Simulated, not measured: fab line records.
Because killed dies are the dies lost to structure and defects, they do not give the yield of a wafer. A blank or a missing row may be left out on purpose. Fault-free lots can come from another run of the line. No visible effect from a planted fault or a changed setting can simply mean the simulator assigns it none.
fab line records	flow rit-cmos
record: lots: 6	wafers: 18	last-day: 7
route steps=202 shown ACTIVE@1 FOX1@20 FOX2@23 M1@202
lots untouched by any fault: they come from a run of this same line in which no faults occurred
start-h: hours from the record's opening day to when the first of the lot's shown wafers began	wait-h: how many hours have passed since the lot's step before this one	" the same as in the row above	L1.1+2: several wafers, shown together as one row	- either no value or no given start	* or withheld: withheld	< > ~ a bound
route shown NAME@n: a module of which the file shows steps, and the number in the route of the first	usual: the fault-free wafers' mean and standard deviation	same: alike in all rows	chamber/n: place in a boat	sites: per-site readings	_std_site: standard deviation across them	_edge_site: inner sites' mean taken away from outer sites' mean	radius-mm: how far each site lies from the wafer's centre	mask NAME#n: copy n	behind: the most recent tool/chamber to have shaped the wafer	hold: cause of the lot's hold/its duration in hours/its outcome	device: the n, p or np transistor that did not switch	end of line: the tests these same wafers got at the end of their route	where a step has no rows: the recipe by itself	killed: dies lost to structure and defects at the first sort, not the wafer's yield	map: a wafer's dies, x killed, . not, _ none there
set.NAME: the setting the step ran with; set.NAME@STEP: the setting that earlier step ran with	model.NAME: the simulator's own value behind a step, which no gauge read
a table for each step, a row for each wafer; lots at some steps of the route
services: when a tool's chamber went out of use (start-h, in hours from the record's first day, below 0 if earlier), for how many hours, and the reason
== steps ==
step: RIT_ACTIVE_BOW_MEAS_00
recipe: mode: bow
usual: INCOMING_BOW: 0/6.7
lot.wafer	tool	chamber	start-h	wait-h	INCOMING_BOW[um]
L857.2	film-metro-02	-	25.02	-	7
L857.3	"	-	"	"	5
L857.6	"	-	"	"	-18
L865.2	film-metro-02	-	65.02	-	8
L865.4	"	-	"	"	3
L865.6	"	-	"	"	2
L872.1	film-metro-04	-	100.00	-	2
L872.2	"	-	"	"	3
L872.6	"	-	"	"	-2
L874.2	film-metro-02	-	110.02	-	12
L874.4	"	-	"	"	4
L874.5	"	-	"	"	3
L875.1	film-metro-04	-	115.00	-	-3
L875.3	"	-	"	"	-3
L875.6	"	-	"	"	6
L876.3	film-metro-04	-	120.04	-	6
L876.5	"	-	"	"	-1
L876.6	"	-	"	"	1
step: RIT_ACTIVE_OXIDATION_01
recipe: temp-c: 1000	ambient: O2	target-thk-a: 468	ox-time-s: 3360
usual: spike-tc-centre-C: 1001.9/1.3	spike-tc-load-C: 1028.2/2.2	spike-tc-source-C: 1025.3/2.2	zone-power-source-pct: 37.7/2.3
lot.wafer	tool	chamber	start-h	wait-h	spike-tc-centre-C	spike-tc-load-C	spike-tc-source-C	zone-power-source-pct	model.SiO2_of_ACTIVE_OXIDATION_01.thk-nm
L857.2	furnace-02	0	25.35	0.3	1000.5	1027.0	1027.2	39.3	48.05
L857.3	"	0	"	"	1000.1	1029.8	1027.2	39.3	49.08
L857.6	"	0	"	"	1000.1	1027.1	1027.1	39.1	48.87
L865.2	furnace-04	0	65.12	0.1	1003.4	1031.8	1024.0	34.2	47.43
L865.4	"	0	"	"	1002.5	1029.5	1025.2	34.3	46.98
L865.6	"	0	"	"	1002.2	1030.9	1024.5	34.3	47.43
L872.1	furnace-02	0	100.30	0.3	1013.9	1041.0	1041.8	40.4	53.49
L872.2	"	0	"	"	1014.2	1042.8	1040.7	40.3	53.22
L872.6	"	0	"	"	1014.2	1042.4	1040.9	41.0	53.15
L874.2	furnace-02	0	110.12	0.1	1013.6	1040.1	1040.1	41.0	54.18
L874.4	"	0	"	"	1015.8	1040.0	1039.5	40.7	52.59
L874.5	"	0	"	"	1013.7	1040.2	1041.8	40.9	54.13
L875.1	furnace-04	0	115.12	0.1	1004.2	1029.1	1024.5	34.7	45.98
L875.3	"	0	"	"	1003.4	1030.4	1024.8	34.1	46.05
L875.6	"	0	"	"	1004.0	1032.3	1023.9	34.2	45.76
L876.3	furnace-01	0	121.11	1.1	1000.3	1024.1	1024.5	38.7	47.44
L876.5	"	0	"	"	1001.3	1023.4	1023.1	38.0	47.17
L876.6	"	0	"	"	1002.9	1026.7	1023.6	38.8	47.5
step: RIT_ACTIVE_THK_MEAS_02
recipe: reads: SiO2_of_ACTIVE_OXIDATION_01
usual: ACTIVE_OXIDE_THK: 46.8/1.1
lot.wafer	tool	chamber	start-h	wait-h	ACTIVE_OXIDE_THK[nm]
L857.2	film-metro-04	-	27.29	0.0	48.0
L857.3	"	-	"	"	49.0
L857.6	"	-	"	"	48.9
L865.2	film-metro-03	-	67.06	0.0	47.4
L865.4	"	-	"	"	47.0
L865.6	"	-	"	"	47.5
L872.1	film-metro-03	-	102.23	0.0	53.4
L872.2	"	-	"	"	53.2
L872.6	"	-	"	"	53.1
L874.2	film-metro-02	-	112.06	0.0	54.2
L874.4	"	-	"	"	52.5
L874.5	"	-	"	"	54.1
L875.1	film-metro-04	-	117.05	0.0	46.0
L875.3	"	-	"	"	46.0
L875.6	"	-	"	"	45.7
L876.3	film-metro-03	-	123.06	0.0	47.5
L876.5	"	-	"	"	47.2
L876.6	"	-	"	"	47.5
step: RIT_ACTIVE_CVD_03
recipe: material: Si3N4	target-thk-nm: 150	temp-c: 810	precursor: SiH2Cl2/NH3	time-s: 1500	pressure-mtorr: 300	sih2cl2-flow-sccm: 60	nh3-flow-sccm: 150
step: RIT_ACTIVE_THK_MEAS_04
recipe: reads: Si3N4_of_ACTIVE_CVD_03
usual: ACTIVE_NITRIDE_THK: 150.4/1.3
lot.wafer	tool	chamber	start-h	wait-h	ACTIVE_NITRIDE_THK[nm]
L857.2	film-metro-04	-	28.77	0.0	149.5
L857.3	"	-	"	"	150.6
L857.6	"	-	"	"	151.3
L865.2	film-metro-04	-	68.54	0.0	150.2
L865.4	"	-	"	"	151.9
L865.6	"	-	"	"	150.9
L872.1	film-metro-02	-	103.71	0.0	150.6
L872.2	"	-	"	"	150.9
L872.6	"	-	"	"	149.9
L874.2	film-metro-02	-	113.54	0.0	152.0
L874.4	"	-	"	"	151.5
L874.5	"	-	"	"	151.6
L875.1	film-metro-04	-	118.53	0.0	152.7
L875.3	"	-	"	"	152.4
L875.6	"	-	"	"	151.5
L876.3	film-metro-04	-	124.54	0.0	152.6
L876.5	"	-	"	"	150.3
L876.6	"	-	"	"	151.2
step: RIT_ACTIVE_HMDS_05
recipe: prime-time-s: 60	prime-temp-c: 140
step: RIT_ACTIVE_COAT_06
recipe: resist: NOVOLAK	spin-rpm: 3250	resist-thk-nm: 1000
step: RIT_ACTIVE_SOFTBAKE_07
recipe: resist: NOVOLAK	temp-c: 90	time-s: 60
step: RIT_ACTIVE_EXPOSE_08
recipe: mask-id: M1	na: 0.6	source-shape: conventional	sigma-outer: 0.6	target-cd-nm: 1400	dose-mj: 225
step: RIT_ACTIVE_PEB_09
recipe: resist: NOVOLAK	temp-c: withheld	time-s: withheld
step: RIT_ACTIVE_DEVELOP_10
recipe: resist: NOVOLAK	develop-time-s: 50	dev-temp-c: 23
step: RIT_ACTIVE_CD_MEAS_11
recipe: target-cd-nm: 1400
usual: cd-nm: 1399.0/2.7
lot.wafer	tool	chamber	start-h	wait-h	cd-nm
L857.2	cd-sem-01	-	29.81	-	1396.3
L857.3	"	-	"	"	1396.0
L857.6	"	-	"	"	1398.0
L865.2	cd-sem-02	-	69.68	-	1396.9
L865.4	"	-	"	"	1396.6
L865.6	"	-	"	"	1397.7
L872.1	cd-sem-02	-	104.92	-	1402.3
L872.2	"	-	"	"	1405.5
L872.6	"	-	"	"	1401.7
L874.2	cd-sem-02	-	114.46	-	1404.4
L874.4	"	-	"	"	1402.9
L874.5	"	-	"	"	1404.5
L875.1	cd-sem-01	-	119.56	-	1402.9
L875.3	"	-	"	"	1401.8
L875.6	"	-	"	"	1402.0
L876.3	cd-sem-01	-	125.49	-	1398.5
L876.5	"	-	"	"	1399.5
L876.6	"	-	"	"	1401.2
step: RIT_ACTIVE_HARDBAKE_12
recipe: resist: NOVOLAK	temp-c: 140	time-s: 60
step: RIT_ACTIVE_ETCH_13
recipe: stop-on: SiO2	chemistry: SF6	target: Si3N4	time-s: 210	over-etch-frac: 0.4	SF6_flow_sccm: 200	pressure-mtorr: 260	rf-w: 125	target-depth-a: 2100
usual: drypump-motor-current-A: 5.8/0.4	oes-product-au: 0.816/0.012	throttle-valve-pct: 7.43/0.11
same: over-etch-frac: 0.4
lot.wafer	tool	chamber	start-h	wait-h	drypump-motor-current-A	oes-product-au	rf-hours-counter-h	throttle-valve-pct
L857.2	rie-diel-04	2	30.06	0.1	6.2	0.819	161	7.68
L857.3	"	1	"	"	5.7	0.846	60	7.37
L857.6	"	0	"	"	5.9	0.798	-	7.37
L865.2	rie-diel-01	1	69.93	0.1	5.2	0.826	5	7.43
L865.4	"	3	"	"	5.2	0.808	1	7.37
L865.6	"	0	"	"	6.6	0.820	-	7.56
L872.1	rie-diel-04	0	105.19	0.1	6.0	0.800	123	7.38
L872.2	"	1	"	"	5.7	0.842	61	7.36
L872.6	"	0	"	"	6.0	0.797	-	7.40
L874.2	rie-diel-02	0	114.71	0.1	5.7	0.823	124	7.39
L874.4	"	3	"	"	5.3	0.817	-	7.32
L874.5	"	2	"	"	5.9	0.817	-	7.46
L875.1	rie-diel-01	0	119.83	0.1	6.6	0.819	72	7.56
L875.3	"	3	"	"	5.2	0.825	2	7.36
L875.6	"	1	"	"	5.2	0.830	-	7.45
L876.3	rie-diel-02	2	125.72	0.1	5.9	0.817	103	7.41
L876.5	"	3	"	"	5.4	0.811	-	7.31
L876.6	"	0	"	"	5.7	0.820	-	7.39
step: RIT_ACTIVE_STRIP_14
recipe: chemistry: O2	time-s: 180	resist: NOVOLAK	platen-temp-c: withheld	power-w: 500	pressure-mtorr: 4000	o2-flow-sccm: 4000
usual: drypump-motor-current-A: 5.5/0.45
lot.wafer	tool	chamber	start-h	wait-h	drypump-motor-current-A	rf-hours-counter-h
L857.2	plasma-asher-03	1	30.20	0.1	5.7	24
L857.3	"	1	"	"	5.7	-
L857.6	"	1	"	"	5.7	-
L865.2	plasma-asher-01	0	70.06	0.1	5.1	43
L865.4	"	0	"	"	5.1	-
L865.6	"	1	"	"	6.1	-
L872.1	plasma-asher-04	0	105.39	0.1	4.8	47
L872.2	"	1	"	"	5.2	47
L872.6	"	1	"	"	5.2	-
L874.2	plasma-asher-01	1	114.84	0.1	6.0	48
L874.4	"	1	"	"	6.0	-
L874.5	"	0	"	"	5.1	-
L875.1	plasma-asher-04	1	119.97	0.1	5.2	0
L875.3	"	0	"	"	4.8	-
L875.6	"	1	"	"	5.2	-
L876.3	plasma-asher-03	0	125.91	0.1	6.0	-
L876.5	"	0	"	"	5.9	-
L876.6	"	1	"	"	5.7	-
step: RIT_ACTIVE_CD_MEAS_90
recipe: target-cd-nm: 1400
usual: cd-nm: 1399.1/2.7
lot.wafer	tool	chamber	start-h	wait-h	cd-nm
L857.2	cd-sem-01	-	30.39	0.1	1396.6
L857.3	"	-	"	"	1396.5
L857.6	"	-	"	"	1398.6
L865.2	cd-sem-02	-	70.26	0.1	1397.1
L865.4	"	-	"	"	1396.8
L865.6	"	-	"	"	1397.5
L872.1	cd-sem-02	-	105.56	0.1	1402.2
L872.2	"	-	"	"	1405.5
L872.6	"	-	"	"	1402.7
L874.2	cd-sem-02	-	115.04	0.1	1404.8
L874.4	"	-	"	"	1403.3
L874.5	"	-	"	"	1404.3
L875.1	cd-sem-01	-	120.14	0.1	1402.8
L875.3	"	-	"	"	1401.7
L875.6	"	-	"	"	1402.1
L876.3	cd-sem-02	-	126.07	0.1	1398.4
L876.5	"	-	"	"	1399.7
L876.6	"	-	"	"	1400.9
step: RIT_ACTIVE_CLEAN_15
recipe: chemistry: SC1	mix: 3:3:50	time-s: 600	temp-c: 75
step: RIT_ACTIVE_CLEAN_16
recipe: chemistry: dHF	dilution: 50:1	time-s: 30
step: RIT_ACTIVE_CLEAN_17
recipe: chemistry: SC2	mix: 3:3:50	time-s: 600	temp-c: 75	dry: n2-spin
step: RIT_FOX1_OXIDATION_00
recipe: temp-c: 1100	ambient: H2O	target-thk-a: 3507	p-h2o-torr: 720	ox-time-s: 1130
step: RIT_FOX1_THK_MEAS_01
recipe: reads: SiO2_of_FOX1_OXIDATION_00
usual: FOX1_OXIDE_THK: 350/8.1
lot.wafer	tool	chamber	start-h	wait-h	FOX1_OXIDE_THK[nm]
L857.2	film-metro-04	-	32.18	0.0	349
L857.3	"	-	"	"	350
L857.6	"	-	"	"	352
L865.2	film-metro-04	-	72.05	0.0	351
L865.4	"	-	"	"	355
L865.6	"	-	"	"	355
L872.1	film-metro-01	-	107.38	0.0	346
L872.2	"	-	"	"	345
L872.6	"	-	"	"	339
L874.2	film-metro-01	-	117.24	0.0	348
L874.4	"	-	"	"	356
L874.5	"	-	"	"	348
L875.1	film-metro-04	-	121.95	0.0	352
L875.3	"	-	"	"	353
L875.6	"	-	"	"	349
L876.3	film-metro-03	-	128.39	0.0	344
L876.5	"	-	"	"	344
L876.6	"	-	"	"	349
step: RIT_FOX1_WET_ETCH_02
recipe: chemistry: BOE	target-depth-nm: 350	time-s: 390	temp-c: 21.5	dry: n2-spin	dilution: 10:1	target: SiO2
step: RIT_FOX2_OXIDATION_00
recipe: temp-c: 1100	ambient: H2O	target-thk-a: 3507	p-h2o-torr: 720	ox-time-s: 1130
step: RIT_FOX2_THK_MEAS_01
recipe: reads: SiO2_of_FOX2_OXIDATION_00
usual: FOX2_OXIDE_THK: 353/5.9
lot.wafer	tool	chamber	start-h	wait-h	FOX2_OXIDE_THK[nm]
L857.2	film-metro-02	-	33.67	0.0	354
L857.3	"	-	"	"	350
L857.6	"	-	"	"	356
L865.2	film-metro-01	-	73.85	0.0	360
L865.4	"	-	"	"	352
L865.6	"	-	"	"	355
L872.1	film-metro-01	-	108.88	0.0	340
L872.2	"	-	"	"	341
L872.6	"	-	"	"	342
L874.2	film-metro-01	-	118.73	0.0	346
L874.4	"	-	"	"	348
L874.5	"	-	"	"	353
L875.1	film-metro-03	-	123.44	0.0	347
L875.3	"	-	"	"	348
L875.6	"	-	"	"	349
L876.3	film-metro-01	-	129.88	0.0	347
L876.5	"	-	"	"	352
L876.6	"	-	"	"	345
step: RIT_FOX2_CLEAN_02
recipe: chemistry: dHF	dilution: 50:1	time-s: 180
step: RIT_FOX2_WET_ETCH_03
recipe: chemistry: H3PO4	target: Si3N4	target-depth-nm: 195	temp-c: 165	time-s: 2700
lot.wafer	tool	chamber	start-h	wait-h	model.SiO2_of_ACTIVE_OXIDATION_01.thk-nm
L857.2	wet-bench-01	0	33.78	0.0	42.73
L857.3	"	0	"	"	43.66
L857.6	"	0	"	"	43.43
L865.2+6	wet-bench-01	1	73.96	0.0	41.93
L865.4	"	1	"	"	39.44
L872.1	wet-bench-04	3	109.00	0.0	47.49
L872.2	"	3	"	"	47.25
L872.6	"	3	"	"	47.19
L874.2	wet-bench-04	0	118.84	0.0	47.99
L874.4	"	0	"	"	46.13
L874.5	"	0	"	"	47.17
L875.1	wet-bench-04	3	123.55	0.0	40.87
L875.3	"	3	"	"	38.86
L875.6	"	3	"	"	40.68
L876.3	wet-bench-01	3	129.98	0.0	41.39
L876.5	"	3	"	"	41.46
L876.6	"	3	"	"	42.25
step: RIT_FOX2_THK_MEAS_90
recipe: reads: SiO2_of_FOX2_OXIDATION_00
usual: FIELD_OXIDE_LEFT_1_THK: 325/6
lot.wafer	tool	chamber	start-h	wait-h	FIELD_OXIDE_LEFT_1_THK[nm]
L857.2	film-metro-01	-	34.55	0.0	326
L857.3	"	-	"	"	323
L857.6	"	-	"	"	329
L865.2	film-metro-03	-	74.73	0.0	332
L865.4	"	-	"	"	325
L865.6	"	-	"	"	328
L872.1	film-metro-01	-	109.76	0.0	312
L872.2	"	-	"	"	314
L872.6	"	-	"	"	314
L874.2	film-metro-01	-	119.61	0.0	318
L874.4	"	-	"	"	321
L874.5	"	-	"	"	326
L875.1	film-metro-03	-	124.31	0.0	321
L875.3	"	-	"	"	321
L875.6	"	-	"	"	322
L876.3	film-metro-03	-	130.75	0.0	320
L876.5	"	-	"	"	325
L876.6	"	-	"	"	318
step: RIT_M1_PROBE_99
usual: killed-at-contacts: 0.1/0.24	killed-at-front-end: 6.8/2.8	killed-dies: 6.9/2.8	killed-open: 3.3/1.9	killed-short: 3.5/1.8
same: gross-dies: 264	killed_at_M0_to_M3: 0	killed_at_M4_up: 0	killed-at-back-side: 0	killed-at-other: 0
lot.wafer	tool	chamber	start-h	wait-h	killed-at-contacts	killed-at-front-end	killed-dies	killed-open	killed-short	model.etest.nldd.width-nm	model.etest.pldd.width-nm	model.etest.nplus-sal.width-nm	model.etest.pplus-sal.width-nm	model.etest.nmos-narrow.drive-ua-um	model.etest.pmos-narrow.drive-ua-um
L857.2	prober-02	-	72.70	0.1	0	8	8	5	3	3165	3172	3460	3450	208.9	97.79
L857.3	prober-02	-	72.75	0.2	0	5	5	2	3	3158	3142	3455	3446	213.3	98.66
L857.6	prober-02	-	72.90	0.2	0	7	7	4	3	3137	3137	3450	3434	208.4	96.18
L865.2	prober-02	-	113.54	0.1	0	5	5	2	3	3156	3177	3428	3433	210.9	97.45
L865.4	prober-02	-	113.64	0.2	0	5	5	2	3	3183	3170	3446	3438	217.2	100.3
L865.6	prober-02	-	113.74	0.2	0	5	5	3	2	3170	3174	3432	3426	212.7	97.44
L872.1	prober-02	-	148.39	0.1	0	8	8	4	4	3151	3146	3411	3374	217.1	96.61
L872.2	prober-02	-	148.44	0.1	0	5	5	1	4	3149	3144	3444	3437	222	100.6
L872.6	prober-02	-	148.64	0.2	1	6	7	3	2	3134	3142	3457	3446	217.1	96.89
L874.2	prober-02	-	156.17	0.1	1	9	10	5	5	3138	3127	3426	3432	205.2	98.46
L874.4	prober-02	-	156.27	0.2	0	6	6	2	4	3139	3126	3444	3444	213.4	100.8
L874.5	prober-02	-	156.32	0.2	0	5	5	2	3	3113	3129	3448	3419	207.8	99.18
L875.1	prober-01	-	163.61	0.1	0	7	7	2	5	3195	3196	3471	3457	243.8	109.1
L875.3	prober-01	-	163.71	0.2	0	8	8	4	4	3180	3190	3438	3451	231.3	104.4
L875.6	prober-01	-	163.86	0.2	0	7	7	3	4	3198	3196	3450	3471	237.6	106.8
L876.3	prober-02	-	168.25	0.2	0	4	4	2	2	3177	3146	3469	3459	226	98.34
L876.5	prober-02	-	168.35	0.2	0	13	13	6	7	3180	3167	3487	3469	228	100.1
L876.6	prober-02	-	168.40	0.2	0	7	7	4	3	3196	3187	3435	3428	228.3	100.8
killed by level:class
L857.2 GATE:geometric-particle:open=4 GATE:geometric-particle:short=2 FOX1:geometric-particle:short=1 SILICIDE:geometric-particle:open=1
L857.3 GATE:geometric-particle:short=3 FOX1:geometric-particle:open=1 GATE:geometric-particle:open=1
L857.6 GATE:geometric-particle:open=4 GATE:geometric-particle:short=1 REOX:geometric-particle:short=1 SILICIDE:geometric-particle:short=1
L865.2 GATE:geometric-particle:short=2 GATE:geometric-particle:open=1 REOX:geometric-particle:open=1 SILICIDE:geometric-particle:short=1
L865.4 GATE:geometric-particle:short=3 GATE:geometric-particle:open=2
L865.6 GATE:geometric-particle:open=2 GATE:geometric-particle:short=2 SILICIDE:geometric-particle:open=1
L872.1 FOX1:geometric-particle:short=2 FOX2:geometric-particle:open=2 GATE:geometric-particle:open=2 GATE:geometric-particle:short=2
L872.2 GATE:geometric-particle:short=2 GATE:geometric-particle:open=1 REOX:geometric-particle:short=1 SILICIDE:geometric-particle:short=1
L872.6 PSD:coat-microbubble-printed=2 FOX2:geometric-particle:open=1 REOX:geometric-particle:open=1 SPACER:geometric-particle:short=1 SILICIDE:geometric-particle:open=1 CONTACT:geometric-particle:short=1
L874.2 GATE:geometric-particle:short=3 SPACER:geometric-particle:open=2 SILICIDE:geometric-particle:open=2 FOX1:geometric-particle:open=1 FOX1:geometric-particle:short=1 CONTACT:geometric-particle:short=1
L874.4 GATE:geometric-particle:open=2 GATE:geometric-particle:short=2 SPACER:geometric-particle:short=2
L874.5 GATE:geometric-particle:short=3 FOX1:geometric-particle:open=1 GATE:geometric-particle:open=1
L875.1 GATE:geometric-particle:short=2 REOX:geometric-particle:short=2 FOX1:geometric-particle:open=1 GATE:geometric-particle:open=1 SILICIDE:geometric-particle:short=1
L875.3 GATE:geometric-particle:short=3 FOX1:geometric-particle:open=1 FOX2:geometric-particle:short=1 GATE:geometric-particle:open=1 REOX:geometric-particle:open=1 SPACER:geometric-particle:open=1
L875.6 REOX:geometric-particle:open=3 FOX1:geometric-particle:short=2 REOX:geometric-particle:short=1 SPACER:geometric-particle:short=1
L876.3 GATE:geometric-particle:open=2 GATE:geometric-particle:short=1 SILICIDE:geometric-particle:short=1
L876.5 GATE:geometric-particle:open=3 FOX2:geometric-particle:short=2 REOX:geometric-particle:short=2 FOX1:geometric-particle:open=1 FOX1:geometric-particle:short=1 GATE:geometric-particle:short=1 SPACER:geometric-particle:open=1 SILICIDE:geometric-particle:open=1
L876.6 REOX:geometric-particle:short=3 FOX1:geometric-particle:open=2 REOX:geometric-particle:open=1 SPACER:geometric-particle:open=1
== services ==
tool	chamber	start-h	hours	kind
furnace-01	-	4.59	4.0	pm
plasma-asher-01	-	22.10	1.8	repair
rie-diel-04	2	57.23	6.5	repair
furnace-04	-	72.60	4.2	pm
plasma-asher-03	-	74.96	24.9	pm
plasma-asher-01	-	85.33	2.8	pm
rie-diel-04	2	87.32	-	clean
rie-diel-04	2	87.32	18.1	scheduled-down
rie-diel-04	2	87.32	18.1	vent-cycle
wet-bench-04	-	89.14	0.6	repair
rie-diel-04	3	101.87	3.9	repair
rie-diel-02	1	102.31	16.7	repair
rie-diel-02	0	102.37	5.3	repair
rie-diel-01	2	105.66	-	clean
rie-diel-01	2	105.66	15.9	scheduled-down
rie-diel-01	2	105.66	15.9	vent-cycle
plasma-asher-04	-	108.75	9.0	pm
plasma-asher-04	0	108.75	9.0	vent-cycle
plasma-asher-04	1	108.75	9.0	vent-cycle
rie-diel-04	-	117.20	15.6	pm
plasma-asher-04	0	117.75	-	clean
plasma-asher-04	1	117.75	-	clean
== key ==
first-sign: step: RIT_ACTIVE_OXIDATION_01	reading: spike-tc-centre-C	direction: up	sigmas: 9.7	usual: 1001.9	struck: 1014.2
effect: step: RIT_ACTIVE_OXIDATION_01	reading: spike-tc-source-C	direction: up	sigmas: 7.2	usual: 1025.3	struck: 1040.8
effect: step: RIT_ACTIVE_THK_MEAS_02	reading: ACTIVE_OXIDE_THK	direction: up	sigmas: 6	usual: 46.8	struck: 53.4
model-effect: step: RIT_ACTIVE_OXIDATION_01	value: SiO2_of_ACTIVE_OXIDATION_01.thk-nm	without: 47.22	struck: 53.46
model-effect: step: RIT_FOX2_WET_ETCH_03	value: SiO2_of_ACTIVE_OXIDATION_01.thk-nm	without: 41.67	struck: 47.2
model-effect: step: RIT_M1_PROBE_99	value: etest.nldd.width-nm	without: 3201	struck: 3137
met-at RIT_ACTIVE_OXIDATION_01
struck-wafers L872.1,L872.2,L872.6,L874.2,L874.4,L874.5
tester-left-out L872,L874
onset-between 25.35 100.30
fault: kind: process-parameter-drift	tool: furnace-02	chamber: -	onset-h: 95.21	steps: RIT_ACTIVE_OXIDATION_01	channel: temp-c	offset: *	shape: step	end-h: 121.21	acts-in: *	stated: *
tester-left-out: of these lots the tester's yield and bins aren't shown, on N5 and GAA mostly nor the transistor test; their killed dies are dies lost to structure and defects alone, not to doping, threshold or leakage, so they don't give the yield
